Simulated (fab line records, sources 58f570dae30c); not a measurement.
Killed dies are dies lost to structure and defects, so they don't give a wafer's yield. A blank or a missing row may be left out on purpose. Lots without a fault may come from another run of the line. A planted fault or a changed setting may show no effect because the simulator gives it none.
A struck lot beside a sound one | flow berkeley_cmos170 | 25 steps out of a route of 331
Sound: wafers L204.1, L204.2, L204.5. Struck: wafers L213.1, L213.5, L213.6. The cause comes at the end.
At each step with rows: each side's tool, then ch and its chambers, then its first start. Under that, the readings that differ: sound wafers | struck wafers | difference of the means | sigmas: that difference in standard deviations of wafers without a fault.
alike: readings whose means differ by less than 2 such deviations, and words and numbers that are the same on both sides. not compared: withheld readings, readings that some wafer has no value for, bounds like >300 that may hide the same value, and numbers for which the record gives no deviation and whose values overlap.
The two part at a step that has a row with sigmas, a row that says differs or no value, or rows on one side only. Numbers that don't overlap but have no deviation are shown without sigmas and don't part them. A reading that every wafer of one side lacks parts them only if that side has two wafers or more.

first, 1 step without rows for these wafers: UCB170_PSD_IMPLANT_08.
UCB170_PSD_STRIP_09: strips in O2.
  sound on plasma_asher-02 ch 0,1, day 9 06:49; struck on plasma_asher-02 ch 0,1, day 11 13:37
  alike: drypump_motor_current_A, oes_product_au, strip_time_to_endpoint_s
  not compared: rf_hours_counter_h
UCB170_PSD_TW_MEAS_10:
  sound on film_metro-03, day 9 06:55; struck on film_metro-03, day 11 13:43
  alike: PSD_TW
then, 7 steps without rows for these wafers: UCB170_PSD_CLEAN_11 (cleans in SPM, time 600 s); UCB170_NSD_HMDS_00 (prime time 60 s); UCB170_NSD_COAT_01 (resist thk 900 nm); UCB170_NSD_SOFTBAKE_02 (time 60 s); UCB170_NSD_EXPOSE_03 (exposes mask NSELECT MOD, target cd 1200 nm); UCB170_NSD_PEB_04; UCB170_NSD_DEVELOP_05 (develop time 45 s).
UCB170_NSD_CD_MEAS_06: target cd 1200 nm.
  sound on cd_sem-02, day 9 08:17; struck on cd_sem-01, day 11 14:53
  alike: cd_nm
UCB170_NSD_OVL_MEAS_07:
  sound on overlay-01, day 9 08:24; struck on overlay-01, day 11 15:01
  alike: NSD_OVL
UCB170_NSD_IMPLANT_08:
  sound on implanter-03 ch 0, day 9 08:26; struck on implanter-02 ch 0, day 11 15:03
  reading                   | sound                | struck               | difference | sigmas
  beam_energy_keV           | 40.023 40.019 39.994 | 54.003 53.994 53.982 | +13.981    | +99 or more
  model.implant.rp_nm (nm)  | 49.29 49.29 49.29    | 65.54 65.54 65.54    | +16.25     |
  model.implant.drp_nm (nm) | 21.16 21.16 21.16    | 27.24 27.24 27.24    | +6.08      |
UCB170_NSD_STRIP_09: strips in O2.
  sound on plasma_asher-03 ch 0,1, day 9 08:35; struck on plasma_asher-04 ch 0,1, day 11 15:12
  reading                      | sound             | struck            | difference | sigmas
  oes_product_au (a.u.)        | 0.535 0.538 0.526 | 0.492 0.497 0.496 | -0.038     | -8
  strip_time_to_endpoint_s (s) | 35.89 35.91 35.95 | 41.10 41.11 41.11 | +5.19      | +67
  alike: drypump_motor_current_A
  not compared: rf_hours_counter_h
UCB170_NSD_TW_MEAS_10:
  sound on film_metro-02, day 9 08:41; struck on film_metro-03, day 11 15:32
  reading | sound          | struck         | difference | sigmas
  NSD_TW  | 4123 4158 4144 | 4520 4538 4536 | +390       | +7
  not compared: hold
then, 3 steps without rows for these wafers: UCB170_BACKSIDE_HMDS_00 (prime time 60 s); UCB170_BACKSIDE_COAT_01 (resist thk 900 nm); UCB170_BACKSIDE_SOFTBAKE_02 (time 60 s).
UCB170_BACKSIDE_STRIP_03: strips in O2.
  sound on plasma_asher-03 ch 0,1, day 9 09:23; struck on plasma_asher-01 ch 0,1, day 11 17:32
  alike: drypump_motor_current_A, oes_product_au, strip_time_to_endpoint_s
  not compared: rf_hours_counter_h
then, 1 step without rows for these wafers: UCB170_BACKSIDE_CLEAN_04 (cleans in SPM, time 600 s).
UCB170_SDANNEAL_RTA_00: time 10 s.
  sound on rtp_anneal-02 ch 0, day 9 09:41; struck on rtp_anneal-01 ch 0, day 11 17:53
  reading            | sound          | struck         | difference | sigmas
  lamp_power_pct (%) | 28.6 28.6 28.6 | 25.4 25.3 25.4 | -3.2       | -2
  alike: wafer_temp_C_max
UCB170_SDANNEAL_RTA_01: time 5 s.
  sound on rtp_anneal-02 ch 0, day 9 09:45; struck on rtp_anneal-01 ch 0, day 11 18:01
  reading            | sound          | struck         | difference | sigmas
  lamp_power_pct (%) | 44.2 44.2 44.2 | 39.1 39.1 39.1 | -5.1       | -2
  alike: wafer_temp_C_max
UCB170_SDANNEAL_RS_MEAS_02: measures by four-point-probe.
  sound on film_metro-04, day 9 09:49; struck on film_metro-03, day 11 18:08
  alike: PSD_RS
UCB170_SDANNEAL_RS_MEAS_03: measures by four-point-probe.
  sound on film_metro-04, day 9 09:56; struck on film_metro-03, day 11 18:56
  reading         | sound             | struck            | difference | sigmas
  NSD_RS (ohm/sq) | 36.97 36.96 36.96 | 33.89 33.89 33.90 | -3.07      | -44
  not compared: hold
UCB170_M3_PROBE_99:
  the record has rows for the sound wafers here (prober-02, day 10 11:55) and none for the struck ones

WHERE THEY PART
First at UCB170_NSD_IMPLANT_08; last, within this record, at UCB170_M3_PROBE_99.

WHY: what the simulator had put in
Process parameter drift: implanter-02, from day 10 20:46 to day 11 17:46, at UCB170_NSD_IMPLANT_08. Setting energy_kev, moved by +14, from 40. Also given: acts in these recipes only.
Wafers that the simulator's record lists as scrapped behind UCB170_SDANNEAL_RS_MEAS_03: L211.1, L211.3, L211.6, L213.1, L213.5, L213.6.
